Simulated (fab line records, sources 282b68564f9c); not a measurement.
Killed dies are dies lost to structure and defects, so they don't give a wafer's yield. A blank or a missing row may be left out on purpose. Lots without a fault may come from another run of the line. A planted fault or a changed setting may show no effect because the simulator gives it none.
Problem report in the 8D (eight disciplines) form, filled by code | flow rit_cmos | the parts of the form that need people (team, actions taken, sign-off) are left out

1. THE PROBLEM
killed_at_contacts at RIT_M1_PROBE_99 reads a mean of 30.2 on 6 wafers of 2 lots; wafers without a fault read 0.1 with a standard deviation of 0.31. That is +97 standard deviations from the usual mean.
First seen on wafer L940.3, day 7 20:20, on prober-02. The record holds 42 wafers of 14 lots with a number at this step. Rule for "out", or "out of limits": more than 4 standard deviations from the usual mean. The other wafers with a number count as sound.

2. WHAT IT IS AND WHAT IT IS NOT
question                    | is                                             | is not
which readings at this step | killed_at_contacts, killed_dies, killed_on_rim | killed_at_front_end, killed_open, killed_short
which lots                  | L940, L941                                     | L919, L920, L923, L924, L925, L926, L927, L928, L929, L931, L932, L942
which wafers of those lots  | all that have a number                         | -
read on which tools         | prober-01, prober-02                           | -
when                        | from day 7 20:20                               | up to then (33 sound wafers); but 3 sound wafers of L942 came after

3. SUSPECTS, AND WHAT RULES EACH OUT
Counting: a tool at a process step up to the reading stays a suspect if it ran every lot that is out and no sound lot after the first of them.
- wet_bench-01 at RIT_CONTACT_CLEAN_13 (cleans in SC1, time 600 s): kept. It ran every lot that is out, first L940 (day 7 15:39), and no sound lot after that; its last sound lot up to then is L932 (day 6 02:23).
Left after counting: wet_bench-01 at RIT_CONTACT_CLEAN_13.

4. THE CAUSE (what the simulator had put in)
Chamber particle source: wet_bench-01, from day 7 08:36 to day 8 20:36, at RIT_CONTACT_CLEAN_13. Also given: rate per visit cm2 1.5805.
Counting left only this tool.

5. THE CHAIN OF EFFECTS, in route order
Each row: a reading whose mean over the struck wafers that have a number lies more than 3 standard deviations from the usual. Only readings for which the record gives a usual standard deviation are gone through. hours: the time from each lot's start at the first step in this table that gives one to its start at this step, as a median over the lots. sigmas: the change in usual standard deviations.
hours | step            | reading            | usual | on struck wafers | change | sigmas
0     | RIT_M1_PROBE_99 | killed_at_contacts | 0.1   | 30.2             | +30.1  | +97
0     | RIT_M1_PROBE_99 | killed_dies        | 7     | 35               | +28    | +8.4
0     | RIT_M1_PROBE_99 | killed_on_rim      | 1.9   | 10.0             | +8.1   | +5.4
The process steps in it:
- RIT_M1_PROBE_99

6. WHAT WOULD HAVE CAUGHT IT SOONER
In this record the first reading out of limits was taken at day 7 20:20, 12 hours after the fault began at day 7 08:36.
All the lots that are out (2) had begun RIT_CONTACT_CLEAN_13 on wet_bench-01 by day 7 20:20. A hold on the tool at that time would have spared none of them.
